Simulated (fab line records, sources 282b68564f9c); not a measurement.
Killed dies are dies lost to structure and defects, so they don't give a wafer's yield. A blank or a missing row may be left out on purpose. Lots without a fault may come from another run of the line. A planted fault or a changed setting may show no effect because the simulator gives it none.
Which tool did it? | flow rit_cmos | 6 lots, 18 wafers sampled, at 2 steps of a route of 202

WHAT THE GAUGES READ, wafer by wafer
RIT_PWELL_TW_MEAS_10.
lot  | measured    | on            | PWELL_TW
L760 | day 2 05:39 | film_metro-04 | 954 955 961
L762 | day 2 14:30 | film_metro-02 | 938 946 941
L764 | day 3 02:15 | film_metro-02 | 940 943 939
L770 | day 4 09:03 | film_metro-03 | 1037 1035 1037
L774 | day 5 03:56 | film_metro-04 | 960 962 958
L779 | day 6 03:38 | film_metro-02 | 954 948 956

WHICH TOOL RAN EACH LOT (tool, then ch and the chambers of the sampled wafers, then the start)
lot  | RIT_PWELL_IMPLANT_08
L760 | implanter-04 ch 0, day 2 05:21
L762 | implanter-02 ch 0, day 2 14:12
L764 | implanter-04 ch 0, day 3 01:56
L770 | implanter-04 ch 0, day 4 08:46
L774 | implanter-03 ch 0, day 5 03:39
L779 | implanter-02 ch 0, day 6 03:20
- RIT_PWELL_IMPLANT_08

THE ANSWER, worked out from the rows above alone
Rule: what is usual is taken from the lots themselves. Put in order of their means at a reading, lots are off if they are a third of the lots or fewer, leave a main group of 4 or more, and stand apart from it by a gap of 3 or more times the standard deviation of the main group's means; of several such gaps the widest counts. A main group whose means are all the same, to the digits that the tables above print for the reading, isn't used. A lot without any number at a reading at which 4 lots or more have one is off too. The other lots that the step has rows for count as sound.
Off: L770, at RIT_PWELL_TW_MEAS_10 (PWELL_TW). The main group: mean 950, standard deviation 7.8.
A tool fits if, at a process step before that reading, it ran every lot that is off, and no sound lot after the first of them. The gauges at RIT_PWELL_TW_MEAS_10 are tried like those tools. Can't be told from this: 2 tools fit, implanter-04 at RIT_PWELL_IMPLANT_08, film_metro-03 at RIT_PWELL_TW_MEAS_10.

WHAT THE SIMULATOR HAD PUT IN
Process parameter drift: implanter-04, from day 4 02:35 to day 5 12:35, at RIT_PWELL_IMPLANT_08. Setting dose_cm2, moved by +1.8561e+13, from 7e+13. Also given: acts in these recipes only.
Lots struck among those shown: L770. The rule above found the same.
